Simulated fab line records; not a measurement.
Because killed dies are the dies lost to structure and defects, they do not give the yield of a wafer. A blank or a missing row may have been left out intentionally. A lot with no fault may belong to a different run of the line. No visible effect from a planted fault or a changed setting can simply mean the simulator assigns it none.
Split-lot experiment + flow ritCmos + 5 lots, 23 wafers read, on a route of 202 steps

## SPLIT DETAILS
At RIT_NSD_HARDBAKE_07 (time 60 s), the setting tempC was moved away from the recipe's 140 C on 9 of the 23 wafers read, by -2.8% to -1.2%. For the rest of the wafers, this setting stayed at what the recipe calls for.

The split's own step is where the reading is taken.

## THE READING
NOVOLAK_of_NSD_COAT_01.thkNm (the simulator's own value, which no gauge read), in nm, at RIT_NSD_HARDBAKE_07 (time 60 s). The file gives no usual value for it. Average 884.6 nm, standard deviation 2.5 nm, over the 14 wafers here run with the recipe.

| wafer  | tool, chamber at the split | tempC as run, C | against the recipe | NOVOLAK_of_NSD_COAT_01.thkNm, nm | against lot-mates on the recipe |
|--------|----------------------------|-----------------|--------------------|----------------------------------|---------------------------------|
| L078.1 | lithoTrack-02, 0           | 140             | recipe             | 881.3                            | -                               |
| L078.2 | lithoTrack-02, 0           | 140             | recipe             | 880.4                            | -                               |
| L078.5 | lithoTrack-02, 0           | 140             | recipe             | 883.6                            | -                               |
| L079.1 | lithoTrack-04, 0           | 136.9           | -2.2%              | 888.4                            | +5.1                            |
| L079.2 | lithoTrack-04, 0           | 140             | recipe             | 881.5                            | -                               |
| L079.3 | lithoTrack-04, 0           | 136.9           | -2.2%              | 887.3                            | +4.0                            |
| L079.4 | lithoTrack-04, 0           | 136.9           | -2.2%              | 888.9                            | +5.6                            |
| L079.5 | lithoTrack-04, 0           | 140             | recipe             | 885                              | -                               |
| L081.1 | lithoTrack-04, 0           | 140             | recipe             | 885.5                            | -                               |
| L081.5 | lithoTrack-04, 0           | 140             | recipe             | 885.5                            | -                               |
| L081.2 | lithoTrack-04, 0           | 136.1           | -2.8%              | 892.1                            | +6.6                            |
| L081.3 | lithoTrack-04, 0           | 136.1           | -2.8%              | 893.4                            | +7.9                            |
| L081.6 | lithoTrack-04, 0           | 136.1           | -2.8%              | 895.3                            | +9.8                            |
| L082.1 | lithoTrack-04, 0           | 140             | recipe             | 885.6                            | -                               |
| L082.3 | lithoTrack-04, 0           | 140             | recipe             | 885.6                            | -                               |
| L082.4 | lithoTrack-04, 0           | 140             | recipe             | 883.7                            | -                               |
| L082.5 | lithoTrack-04, 0           | 140             | recipe             | 885.9                            | -                               |
| L082.6 | lithoTrack-04, 0           | 140             | recipe             | 883.1                            | -                               |
| L085.1 | lithoTrack-03, 0           | 140             | recipe             | 890.2                            | -                               |
| L085.2 | lithoTrack-03, 0           | 138.3           | -1.2%              | 891.1                            | +2.0                            |
| L085.3 | lithoTrack-03, 0           | 140             | recipe             | 888                              | -                               |
| L085.4 | lithoTrack-03, 0           | 138.3           | -1.2%              | 889.2                            | +0.1                            |
| L085.6 | lithoTrack-03, 0           | 138.3           | -1.2%              | 891.9                            | +2.8                            |

THE FIT
A straight line over all 23 wafers: NOVOLAK_of_NSD_COAT_01.thkNm changes by -2.77 nm for each +1% of tempC; r = -0.77; the points scatter about the line by 2.6 nm.
The same after taking each lot's own level away (the mean of its wafers on the recipe; 23 wafers): -2.59 nm for each +1%; r = -0.90; scatter 1.4 nm.
That fit puts the effect of the largest move of tempC on the reading at 7.2 nm.
Measured against the standard deviation above, the lots' own levels, which go from 881.77 to 889.10 nm, span 2.9 times it.
So the lot-to-lot level blurs the effect unless lot-mates are compared.
Check: with one of the wafers moved furthest among these (-2.8%) left out of the fit, the line predicts +7.14 nm for it against its lot-mates. Against them it came out at +6.6 nm.

## THE OTHER SPLITS THESE WAFERS WENT THROUGH
Note: prior to the reading, these wafers also went through further splits. Each is held against what the fit with the lots' levels taken away leaves over:
| other split on the same wafers    | wafers away from the commonest value | r with NOVOLAK_of_NSD_COAT_01.thkNm (lot level and that fit taken away) |
|-----------------------------------|--------------------------------------|-------------------------------------------------------------------------|
| RIT_GATE_DEVELOP_15 developTimeS  | 8                                    | +0.03                                                                   |
| RIT_PLDD_IMPLANT_08 energyKev     | 9                                    | +0.22                                                                   |
| RIT_SPACER_CVD_03 sih2cl2FlowSccm | 15                                   | +0.36                                                                   |

## THE FILE'S OWN FIT
NOVOLAK_of_NSD_COAT_01.thkNm changes by -2.52 nm for each +1% of tempC, r = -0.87.
